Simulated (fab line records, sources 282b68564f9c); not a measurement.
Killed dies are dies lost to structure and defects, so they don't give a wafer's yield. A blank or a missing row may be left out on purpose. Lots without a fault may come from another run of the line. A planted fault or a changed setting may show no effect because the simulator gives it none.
fab line records | flow rit_cmos
record lots=14 wafers=42 last_day=6
route steps=202 shown ACTIVE@2 SILICIDE@165 M1@185
lots that met no fault: from a run of the same line without faults
start_h: hours from the record's first day to the start of the lot's first wafer shown | wait_h: hours since the lot's step before | " the same as in the row above | L1.1+2: a row that stands for several wafers | - no value, or no start given | * or withheld: withheld | < > ~ a bound
route shown NAME@n: a module of which the file shows steps, and the number in the route of the first | usual: mean/standard deviation of fault-free wafers | same: alike in all rows | chamber/n: place in a boat | sites: the reading at each site | _std_site: their standard deviation | _edge_site: outer sites' mean less inner sites' | radius_mm: how far each site lies from the wafer's centre | mask NAME#n: copy n | behind: the tool/chamber that last shaped the wafer | hold: why the lot was held/for how many hours/how that ended | device: the transistor (n, p or np) that didn't switch | end of line: the same wafers' tests at the end of the route | a step without rows: its recipe alone | killed: dies lost to structure and defects at the first sort, not the wafer's yield | map: a wafer's dies, x killed, . not, _ none there
set.NAME: the setting as run; set.NAME@STEP: as run at that earlier step | model.NAME: the simulator's own value behind a step, which no gauge read
steps of the route over a sample of lots; a table a step, a row a wafer
services: from which hour (start_h, from the record's first day; less than 0 if before it) a tool's chamber was out of use, for how many hours, and why
## steps
# step RIT_ACTIVE_OXIDATION_01
# recipe temp_c=1000 ambient=O2 target_thk_a=468 ox_time_s=3360
# columns lot.wafer tool chamber start_h wait_h
L948.2+5+6 furnace-01 0 10.12 0.1
L949.1+4+6 furnace-04 0 16.61 1.6
L951.2+3+6 furnace-03 0 26.10 1.1
L952.1+2+6 furnace-01 0 31.16 1.1
L954.1+4+6 furnace-04 0 40.88 0.9
L956.1+2+3 furnace-04 0 50.37 0.4
L958.1+2+4 furnace-01 0 60.76 0.7
L960.2+4+5 furnace-04 0 71.72 1.7
L961.2+3+4 furnace-03 0 75.42 0.4
L963.1+2+6 furnace-03 0 85.12 0.1
L964.2+4+5 furnace-04 0 90.91 0.9
L965.1+4+6 furnace-03 0 95.61 0.6
L966.1+3+5 furnace-01 0 100.12 0.1
L967.1+4+6 furnace-03 0 105.43 0.4
# step RIT_ACTIVE_THK_MEAS_02
# recipe reads=SiO2_of_ACTIVE_OXIDATION_01
# usual ACTIVE_OXIDE_THK=46.9/0.9
# columns lot.wafer tool chamber start_h wait_h ACTIVE_OXIDE_THK[nm]
L948.2 film_metro-01 - 12.06 0.0 47.5
L948.5 " - " " 47.5
L948.6 " - " " 47.3
L949.1 film_metro-01 - 18.54 0.0 46.9
L949.4 " - " " 46.3
L949.6 " - " " 47.0
L951.2 film_metro-02 - 28.04 0.0 46.2
L951.3 " - " " 46.0
L951.6 " - " " 45.6
L952.1 film_metro-02 - 33.10 0.0 48.2
L952.2 " - " " 48.2
L952.6 " - " " 48.4
L954.1 film_metro-01 - 42.81 0.0 46.4
L954.4 " - " " 46.6
L954.6 " - " " 46.6
L956.1 film_metro-03 - 52.31 0.0 46.5
L956.2 " - " " 46.8
L956.3 " - " " 46.7
L958.1 film_metro-02 - 62.69 0.0 46.6
L958.2 " - " " 46.2
L958.4 " - " " 46.8
L960.2 film_metro-01 - 73.67 0.0 46.3
L960.4 " - " " 45.7
L960.5 " - " " 46.4
L961.2 film_metro-02 - 77.37 0.0 48.4
L961.3 " - " " 49.1
L961.4 " - " " 48.2
L963.1 film_metro-02 - 87.05 0.0 48.1
L963.2 " - " " 47.3
L963.6 " - " " 48.4
L964.2 film_metro-02 - 92.85 0.0 45.8
L964.4 " - " " 45.6
L964.5 " - " " 45.4
L965.1 film_metro-01 - 97.54 0.0 53.0
L965.4 " - " " 53.2
L965.6 " - " " 52.7
L966.1 film_metro-01 - 102.05 0.0 48.0
L966.3 " - " " 47.6
L966.5 " - " " 47.4
L967.1 film_metro-02 - 107.36 0.0 51.9
L967.4 " - " " 52.7
L967.6 " - " " 52.5
# step RIT_SILICIDE_RTA_04
# recipe temp_c=650 time_s=10 idle_temp_c=25 ramp_up_s=5 ramp_down_s=5 cool_to_c=25 ambient=N2
# usual wafer_temp_C_max=653.8/0.75
# columns lot.wafer tool chamber start_h wait_h wafer_temp_C_max
L948.2 rtp_anneal-01 0 60.79 0.1 653.5
L948.5 " 0 " " 654.7
L948.6 " 0 " " 654.2
L949.1 rtp_anneal-01 0 62.91 0.1 654.4
L949.4 " 0 " " 653.4
L949.6 " 0 " " 653.2
L951.2 rtp_anneal-02 0 72.15 0.1 654.9
L951.3 " 0 " " 652.8
L951.6 " 0 " " 652.6
L952.1 rtp_anneal-01 0 77.53 0.1 654.1
L952.2 " 0 " " 654.6
L952.6 " 0 " " 654.5
L954.1 rtp_anneal-01 0 85.81 0.1 653.2
L954.4 " 0 " " 653.8
L954.6 " 0 " " 656.7
L956.1 rtp_anneal-01 0 96.94 0.1 654.9
L956.2 " 0 " " 654.3
L956.3 " 0 " " 654.2
L958.1 rtp_anneal-01 0 104.65 0.1 655.3
L958.2 " 0 " " 653.2
L958.4 " 0 " " 653.5
L960.2 rtp_anneal-01 0 115.46 0.1 654.7
L960.4 " 0 " " 653.0
L960.5 " 0 " " 654.4
L961.2 rtp_anneal-02 0 119.79 0.1 653.9
L961.3 " 0 " " 656.8
L961.4 " 0 " " 653.2
L963.1 rtp_anneal-02 0 131.51 0.1 654.6
L963.2 " 0 " " 652.7
L963.6 " 0 " " 653.2
L964.2 rtp_anneal-01 0 133.35 0.1 653.3
L964.4 " 0 " " 653.0
L964.5 " 0 " " 654.3
L965.1 rtp_anneal-02 0 138.36 0.1 653.6
L965.4 " 0 " " 652.8
L965.6 " 0 " " 652.8
L966.1 rtp_anneal-01 0 144.06 0.1 655.7
L966.3 " 0 " " 653.4
L966.5 " 0 " " 655.0
L967.1 rtp_anneal-02 0 148.46 0.1 654.2
L967.4 " 0 " " 653.6
L967.6 " 0 " " 653.5
# step RIT_M1_RS_MEAS_01
# recipe thk_meas_gauge=four-point-probe reads=Al_of_M1_SPUTTER_00
# usual M1_AL_RS=0.0734/0.0007
# columns lot.wafer tool chamber start_h wait_h M1_AL_RS[ohm/sq]
L948.2 film_metro-02 - 63.97 0.2 0.0732
L948.5 " - " " 0.0729
L948.6 " - " " 0.0730
L949.1 film_metro-01 - 65.76 0.1 0.0733
L949.4 " - " " 0.0735
L949.6 " - " " 0.0731
L951.2 film_metro-01 - 75.04 0.2 0.0737
L951.3 " - " " 0.0725
L951.6 " - " " 0.0731
L952.1 film_metro-03 - 80.23 0.1 0.0742
L952.2 " - " " 0.0740
L952.6 " - " " 0.0742
L954.1 film_metro-01 - 88.76 0.1 0.0737
L954.4 " - " " 0.0736
L954.6 " - " " 0.0743
L956.1 film_metro-01 - 99.76 0.1 0.0735
L956.2 " - " " 0.0736
L956.3 " - " " 0.0736
L958.1 film_metro-03 - 107.47 0.1 0.0736
L958.2 " - " " 0.0738
L958.4 " - " " 0.0737
L960.2 film_metro-02 - 118.42 0.2 0.0731
L960.4 " - " " 0.0748
L960.5 " - " " 0.0742
L961.2 film_metro-03 - 122.62 0.2 0.0739
L961.3 " - " " 0.0728
L961.4 " - " " 0.0740
L963.1 film_metro-01 - 134.35 0.1 0.0730
L963.2 " - " " 0.0749
L963.6 " - " " 0.0735
L964.2 film_metro-02 - 136.05 0.2 0.0741
L964.4 " - " " 0.0733
L964.5 " - " " 0.0732
L965.1 film_metro-03 - 141.07 0.1 0.0727
L965.4 " - " " 0.0735
L965.6 " - " " 0.0742
L966.1 film_metro-03 - 146.90 0.1 0.0743
L966.3 " - " " 0.0729
L966.5 " - " " 0.0737
L967.1 film_metro-01 - 151.35 0.1 0.0735
L967.4 " - " " 0.0735
L967.6 " - " " 0.0725
# step RIT_M1_OVL_MEAS_10
# usual M1_OVL=0.6/1.4
# columns lot.wafer tool chamber start_h wait_h M1_OVL[nm]
L948.2 overlay-02 - 65.26 0.1 -1.0
L948.5 " - " " -0.5
L948.6 " - " " 0.8
L949.1 overlay-02 - 67.07 0.1 -1.4
L949.4 " - " " 2.4
L949.6 " - " " 2.6
L951.2 overlay-02 - 76.20 0.1 -0.9
L951.3 " - " " -1.3
L951.6 " - " " 0.7
L952.1 overlay-01 - 81.41 0.1 2.7
L952.2 " - " " 1.2
L952.6 " - " " 3.1
L954.1 overlay-02 - 89.94 0.1 0.2
L954.4 " - " " -1.4
L954.6 " - " " 0.3
L956.1 overlay-02 - 101.06 0.1 2.0
L956.2 " - " " -0.8
L956.3 " - " " 0.0
L958.1 overlay-02 - 108.65 0.1 2.7
L958.2 " - " " 0.4
L958.4 " - " " 0.7
L960.2 overlay-01 - 119.71 0.1 0.5
L960.4 " - " " -1.4
L960.5 " - " " 1.2
L961.2 overlay-02 - 123.91 0.1 2.0
L961.3 " - " " 2.5
L961.4 " - " " -0.3
L963.1 overlay-01 - 135.55 0.1 1.1
L963.2 " - " " 0.6
L963.6 " - " " 1.6
L964.2 overlay-01 - 137.22 0.1 -1.4
L964.4 " - " " -1.1
L964.5 " - " " -2.1
L965.1 overlay-01 - 142.25 0.1 -0.5
L965.4 " - " " -0.2
L965.6 " - " " 0.7
L966.1 overlay-02 - 148.08 0.1 1.0
L966.3 " - " " 1.8
L966.5 " - " " 1.6
L967.1 overlay-01 - 152.65 0.1 -1.0
L967.4 " - " " -0.6
L967.6 " - " " -2.0
# step RIT_M1_PROBE_99
# usual killed_at_M0_to_M3=0.0/0.083 killed_at_contacts=0.1/0.31 killed_at_front_end=6.3/2.7 killed_dies=6.4/2.7 killed_open=3.3/2 killed_short=3/1.8
# same gross_dies=264 killed_at_M4_up=0 killed_at_back_side=0 killed_at_other=0
# columns lot.wafer tool chamber start_h wait_h killed_at_M0_to_M3 killed_at_contacts killed_at_front_end killed_dies killed_open killed_short
L958.1 prober-01 - 111.20 0.1 0 0 8 8 3 5
L958.2 prober-01 - 111.25 0.1 0 0 9 9 3 6
L958.4 prober-01 - 111.35 0.2 0 0 9 9 5 2
L960.2 prober-02 - 122.31 0.1 0 0 4 4 2 2
L960.4 prober-02 - 122.41 0.2 0 0 13 13 10 3
L960.5 prober-02 - 122.46 0.2 0 0 3 3 3 0
L961.2 prober-01 - 126.51 0.1 0 1 6 7 3 4
L961.3 prober-01 - 126.56 0.2 0 1 7 8 3 5
L961.4 prober-01 - 126.61 0.2 0 0 7 7 4 3
L965.1 prober-01 - 144.80 0.1 0 0 2 2 0 1
L965.4 prober-01 - 144.95 0.2 0 0 7 7 3 2
L965.6 prober-01 - 145.05 0.2 0 1 4 5 2 3
L966.1 prober-02 - 150.63 0.1 0 0 5 5 3 1
L966.3 prober-02 - 150.73 0.2 0 1 9 10 4 6
L966.5 prober-02 - 150.83 0.2 0 0 3 3 1 2
L967.1 prober-01 - 155.19 0.1 0 0 5 5 1 4
L967.4 prober-01 - 155.34 0.2 0 1 5 6 2 4
L967.6 prober-01 - 155.44 0.2 0 0 2 2 1 1
# killed by level:class
L958.1 GATE:geometric_particle:open=2 GATE:geometric_particle:short=2 FOX1:geometric_particle:short=1 FOX1:geometric_particle:open=1 REOX:geometric_particle:short=1 SILICIDE:geometric_particle:short=1
L958.2 GATE:geometric_particle:short=3 GATE:geometric_particle:open=2 FOX1:geometric_particle:short=1 SPACER:geometric_particle:short=1 SILICIDE:geometric_particle:short=1 SILICIDE:geometric_particle:open=1
L958.4 FOX1:geometric_particle:open=2 SILICIDE:geometric_particle:open=2 NLDD:coat_microbubble_printed=2 FOX1:geometric_particle:short=1 GATE:geometric_particle:short=1 GATE:geometric_particle:open=1
L960.2 GATE:geometric_particle:open=2 GATE:geometric_particle:short=1 SILICIDE:geometric_particle:short=1
L960.4 GATE:geometric_particle:open=7 SILICIDE:geometric_particle:open=2 FOX1:geometric_particle:short=1 REOX:geometric_particle:open=1 SPACER:geometric_particle:short=1 SILICIDE:geometric_particle:short=1
L960.5 GATE:geometric_particle:open=2 REOX:geometric_particle:open=1
L961.2 REOX:geometric_particle:open=2 FOX2:geometric_particle:short=1 GATE:geometric_particle:open=1 GATE:geometric_particle:short=1 SPACER:geometric_particle:short=1 CONTACT:geometric_particle:short=1
L961.3 GATE:geometric_particle:short=4 GATE:geometric_particle:open=2 FOX1:geometric_particle:open=1 CONTACT:geometric_particle:short=1
L961.4 GATE:geometric_particle:open=2 FOX1:geometric_particle:short=1 REOX:geometric_particle:open=1 REOX:geometric_particle:short=1 SPACER:geometric_particle:open=1 SPACER:geometric_particle:short=1
L965.1 FOX1:geometric_particle:short=1 NWELL:coat_microbubble_printed=1
L965.4 REOX:geometric_particle:open=3 NWELL:coat_microbubble_printed=2 GATE:geometric_particle:short=1 REOX:geometric_particle:short=1
L965.6 FOX1:geometric_particle:short=1 GATE:geometric_particle:open=1 REOX:geometric_particle:open=1 REOX:geometric_particle:short=1 CONTACT:geometric_particle:short=1
L966.1 REOX:geometric_particle:open=1 SPACER:geometric_particle:open=1 SILICIDE:geometric_particle:short=1 SILICIDE:geometric_particle:open=1 GATE:coat_microbubble_printed=1
L966.3 SILICIDE:geometric_particle:short=3 GATE:geometric_particle:open=2 REOX:geometric_particle:open=2 FOX1:geometric_particle:short=1 GATE:geometric_particle:short=1 CONTACT:geometric_particle:short=1
L966.5 FOX1:geometric_particle:short=1 GATE:geometric_particle:open=1 REOX:geometric_particle:short=1
L967.1 SPACER:geometric_particle:short=2 FOX2:geometric_particle:short=1 GATE:geometric_particle:short=1 SPACER:geometric_particle:open=1
L967.4 SPACER:geometric_particle:open=2 FOX1:geometric_particle:short=1 FOX2:geometric_particle:short=1 SPACER:geometric_particle:short=1 CONTACT:geometric_particle:short=1
L967.6 SPACER:geometric_particle:short=1 SILICIDE:geometric_particle:open=1
## services
# columns tool chamber start_h hours kind
rtp_anneal-01 - 8.26 3.2 pm
furnace-04 - 9.69 3.2 pm
furnace-04 - 24.22 1.5 repair
furnace-03 - 29.80 7.7 pm
rtp_anneal-02 - 43.34 4.9 pm
furnace-03 - 133.39 3.7 pm
## key
first_sign step=RIT_ACTIVE_THK_MEAS_02 reading=ACTIVE_OXIDE_THK direction=up sigmas=6.4 usual=46.9 struck=52.7
effect none on later readings
met_at RIT_ACTIVE_OXIDATION_01
struck_lots L965,L967
tester_left_out L965,L967
not_acting_at RIT_SILICIDE_RTA_04,RIT_M1_RS_MEAS_01,RIT_M1_OVL_MEAS_10
onset_between 85.12 95.61
fault kind=process_parameter_drift tool=furnace-03 chamber=- onset_h=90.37 steps=RIT_ACTIVE_OXIDATION_01 channel=ox_time_s offset=* shape=step end_h=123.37 acts_in=* stated=*
# tester_left_out: of these lots the tester's yield and bins aren't shown, on N5 and GAA mostly nor the transistor test; their killed dies are dies lost to structure and defects alone, not to doping, threshold or leakage, so they don't give the yield
